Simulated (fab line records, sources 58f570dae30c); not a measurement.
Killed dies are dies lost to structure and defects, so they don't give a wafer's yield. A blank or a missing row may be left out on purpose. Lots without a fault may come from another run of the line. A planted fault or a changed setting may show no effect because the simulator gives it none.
Which tool did it? | flow berkeley_cmos170 | 15 lots, 45 wafers sampled, at 4 steps of a route of 331

WHAT THE GAUGES READ, wafer by wafer
UCB170_NLDD_OVL_MEAS_07. Usual: NLDD_OVL -3 nm, standard deviation 4.7.
lot  | measured     | on         | NLDD_OVL (nm) | flag
L916 | day 7 13:11  | overlay-01 | 1 -1 1        |
L917 | day 7 14:02  | overlay-01 | -1 -2 0       |
L918 | day 7 12:29  | overlay-02 | 1 -3 -7       |
L920 | day 8 01:33  | overlay-02 | -10 -8 -14    |
L924 | day 8 17:46  | overlay-01 | -1 0 -3       |
L925 | day 8 18:29  | overlay-01 | -1 2 -2       |
L927 | day 9 10:33  | overlay-02 | -5 3 0        |
L926 | day 9 12:14  | overlay-02 | -6 -6 -12     |
L929 | day 10 02:40 | overlay-01 | - - -         | OFF
L931 | day 10 02:56 | overlay-01 | - - -         | OFF
L930 | day 10 02:47 | overlay-02 | - - -         | OFF
L932 | day 10 19:05 | overlay-02 | -7 -9 -2      |
L933 | day 11 05:55 | overlay-01 | 9 5 2         |
L938 | day 11 19:02 | overlay-01 | -5 -4 -4      |
L939 | day 12 00:13 | overlay-01 | 3 -3 -3       |

WHICH TOOL RAN EACH LOT (tool, then ch and the chambers of the sampled wafers, then the start)
lot  | UCB170_ACTIVE_STRIP_16              | UCB170_NVT_STRIP_08                  | UCB170_NLDD_DEVELOP_05
L916 | plasma_asher-03 ch 0,1, day 5 01:54 | plasma_asher-01 ch 0,1, day 6 13:52  | litho_track-02 ch 0, day 7 12:00
L917 | plasma_asher-02 ch 0,1, day 5 02:08 | plasma_asher-04 ch 0,1, day 6 14:22  | litho_track-02 ch 0, day 7 13:00
L918 | plasma_asher-04 ch 0,1, day 5 07:01 | plasma_asher-03 ch 0,1, day 6 13:33  | litho_track-04 ch 0, day 7 12:00
L920 | plasma_asher-04 ch 0,1, day 5 19:00 | plasma_asher-01 ch 0,1, day 7 06:58  | litho_track-02 ch 0, day 8 01:00
L924 | plasma_asher-03 ch 0,1, day 6 04:02 | plasma_asher-01 ch 0,1, day 7 20:17  | litho_track-02 ch 0, day 8 17:00
L925 | plasma_asher-04 ch 0,1, day 6 04:09 | plasma_asher-04 ch 0,1, day 7 19:53  | litho_track-02 ch 0, day 8 18:00
L927 | plasma_asher-02 ch 0,1, day 6 23:00 | plasma_asher-04 ch 0,1, day 8 10:52  | litho_track-01 ch 0, day 9 10:00
L926 | plasma_asher-02 ch 0,1, day 6 23:34 | plasma_asher-03 ch 0, day 8 10:32    | litho_track-04 ch 0, day 9 12:00
L929 | plasma_asher-02 ch 0,1, day 7 13:13 | plasma_asher-03 ch 0,1, day 9 03:50  | litho_track-04, day 10 02:00
L931 | plasma_asher-04 ch 0,1, day 7 19:07 | plasma_asher-01 ch 0,1, day 9 03:47  | litho_track-04, day 10 02:00
L930 | plasma_asher-03 ch 0,1, day 7 19:23 | plasma_asher-04 ch 0,1, day 9 03:56  | litho_track-02, day 10 02:00
L932 | plasma_asher-02 ch 0,1, day 8 11:29 | plasma_asher-01 ch 0,1, day 9 21:36  | litho_track-04 ch 0, day 10 18:00
L933 | plasma_asher-04 ch 0,1, day 8 18:56 | plasma_asher-03 ch 0,1, day 10 09:48 | litho_track-04 ch 0, day 11 05:00
L938 | plasma_asher-03 ch 0,1, day 9 09:14 | plasma_asher-01 ch 0,1, day 10 21:20 | litho_track-02 ch 0, day 11 18:00
L939 | plasma_asher-04 ch 0, day 9 18:53   | plasma_asher-04 ch 0,1, day 11 02:41 | litho_track-04 ch 0, day 11 23:00
- UCB170_ACTIVE_STRIP_16: strips in O2.
- UCB170_NVT_STRIP_08: strips in O2.
- UCB170_NLDD_DEVELOP_05: develop time 45 s.

WHAT THE TOOLS THEMSELVES READ (means of the sampled wafers that have a number; where no wafer has one, the mark that the record gives instead)
UCB170_ACTIVE_STRIP_16. Usual: drypump_motor_current_A 5.4 A, standard deviation 0.55; oes_product_au 0.721 a.u., standard deviation 0.0044; strip_time_to_endpoint_s 18.08 s, standard deviation 0.065.
lot  | tool            | drypump_motor_current_A (A) | oes_product_au (a.u.) | strip_time_to_endpoint_s (s) | flag
L916 | plasma_asher-03 | 5.2                         | 0.718                 | 18.03                        |
L917 | plasma_asher-02 | 5.7                         | 0.722                 | 18.04                        |
L918 | plasma_asher-04 | 5.1                         | 0.720                 | 18.03                        |
L920 | plasma_asher-04 | 5.1                         | 0.719                 | 18.04                        |
L924 | plasma_asher-03 | 5.2                         | 0.726                 | 18.18                        |
L925 | plasma_asher-04 | 5.1                         | 0.716                 | 18.18                        |
L927 | plasma_asher-02 | 5.7                         | 0.723                 | 18.08                        |
L926 | plasma_asher-02 | 5.4                         | 0.724                 | 18.09                        |
L929 | plasma_asher-02 | 5.7                         | 0.724                 | 18.10                        |
L931 | plasma_asher-04 | 5.6                         | 0.720                 | 17.97                        |
L930 | plasma_asher-03 | 5.6                         | 0.718                 | 18.06                        |
L932 | plasma_asher-02 | 5.7                         | 0.727                 | 18.17                        |
L933 | plasma_asher-04 | 5.1                         | 0.717                 | 18.03                        |
L938 | plasma_asher-03 | 5.6                         | 0.718                 | 18.09                        |
L939 | plasma_asher-04 | 6.0                         | 0.721                 | 18.19                        |

UCB170_NVT_STRIP_08. Usual: drypump_motor_current_A 5.6 A, standard deviation 0.67; oes_product_au 0.735 a.u., standard deviation 0.0043; strip_time_to_endpoint_s 21.60 s, standard deviation 0.062.
lot  | tool            | drypump_motor_current_A (A) | oes_product_au (a.u.) | strip_time_to_endpoint_s (s) | flag
L916 | plasma_asher-01 | 5.9                         | 0.732                 | 21.61                        |
L917 | plasma_asher-04 | 5.6                         | 0.740                 | 21.70                        |
L918 | plasma_asher-03 | 5.6                         | 0.739                 | 21.58                        |
L920 | plasma_asher-01 | 5.8                         | 0.737                 | 21.61                        |
L924 | plasma_asher-01 | 6.2                         | 0.740                 | 21.71                        |
L925 | plasma_asher-04 | 5.1                         | 0.730                 | 21.61                        |
L927 | plasma_asher-04 | 5.1                         | 0.734                 | 21.64                        |
L926 | plasma_asher-03 | 5.9                         | 0.736                 | 21.58                        |
L929 | plasma_asher-03 | 5.2                         | 0.732                 | 21.57                        |
L931 | plasma_asher-01 | 6.2                         | 0.730                 | 21.50                        |
L930 | plasma_asher-04 | 5.1                         | 0.735                 | 21.64                        |
L932 | plasma_asher-01 | 5.9                         | 0.736                 | 21.59                        |
L933 | plasma_asher-03 | 5.6                         | 0.739                 | 21.58                        |
L938 | plasma_asher-01 | 5.9                         | 0.734                 | 21.50                        |
L939 | plasma_asher-04 | 5.6                         | 0.730                 | 21.65                        |

UCB170_NLDD_DEVELOP_05. Usual: chill_plate_temp_C 23.00 C, standard deviation 0.11.
lot  | tool           | chill_plate_temp_C (C) | flag
L916 | litho_track-02 | 22.94                  |
L917 | litho_track-02 | 22.98                  |
L918 | litho_track-04 | 23.01                  |
L920 | litho_track-02 | 22.93                  |
L924 | litho_track-02 | 22.96                  |
L925 | litho_track-02 | 22.97                  |
L927 | litho_track-01 | 23.05                  |
L926 | litho_track-04 | 22.91                  |
L929 | litho_track-04 | -                      | OFF
L931 | litho_track-04 | -                      | OFF
L930 | litho_track-02 | -                      | OFF
L932 | litho_track-04 | 22.97                  |
L933 | litho_track-04 | 22.99                  |
L938 | litho_track-02 | 22.94                  |
L939 | litho_track-04 | 23.02                  |

THE ANSWER, worked out from the rows above alone
Rule: a lot is off if the mean of its wafers that have a number lies more than 3 standard deviations from the usual mean. A lot without any number at a reading at which 4 lots or more have one is off too. The other lots that the step has rows for count as sound. The gauges are gone through in route order, then the tools' own readings, and for those a lot's mean is taken as printed above. The first step at which some lot is off is used, and at that step the reading that is off furthest; a lot without a number counts as furthest.
Off: L929, L931, L930, at UCB170_NLDD_OVL_MEAS_07 (NLDD_OVL). Without a number there: L929, L931, L930.
A tool fits if, at a process step before that reading, it ran every lot that is off, and no sound lot after the first of them. The gauges at UCB170_NLDD_OVL_MEAS_07 aren't tried: what is off there is off at UCB170_NLDD_DEVELOP_05 too, on other tools, and a gauge's error can't cause that. None of those tried fits.

WHAT THE SIMULATOR HAD PUT IN
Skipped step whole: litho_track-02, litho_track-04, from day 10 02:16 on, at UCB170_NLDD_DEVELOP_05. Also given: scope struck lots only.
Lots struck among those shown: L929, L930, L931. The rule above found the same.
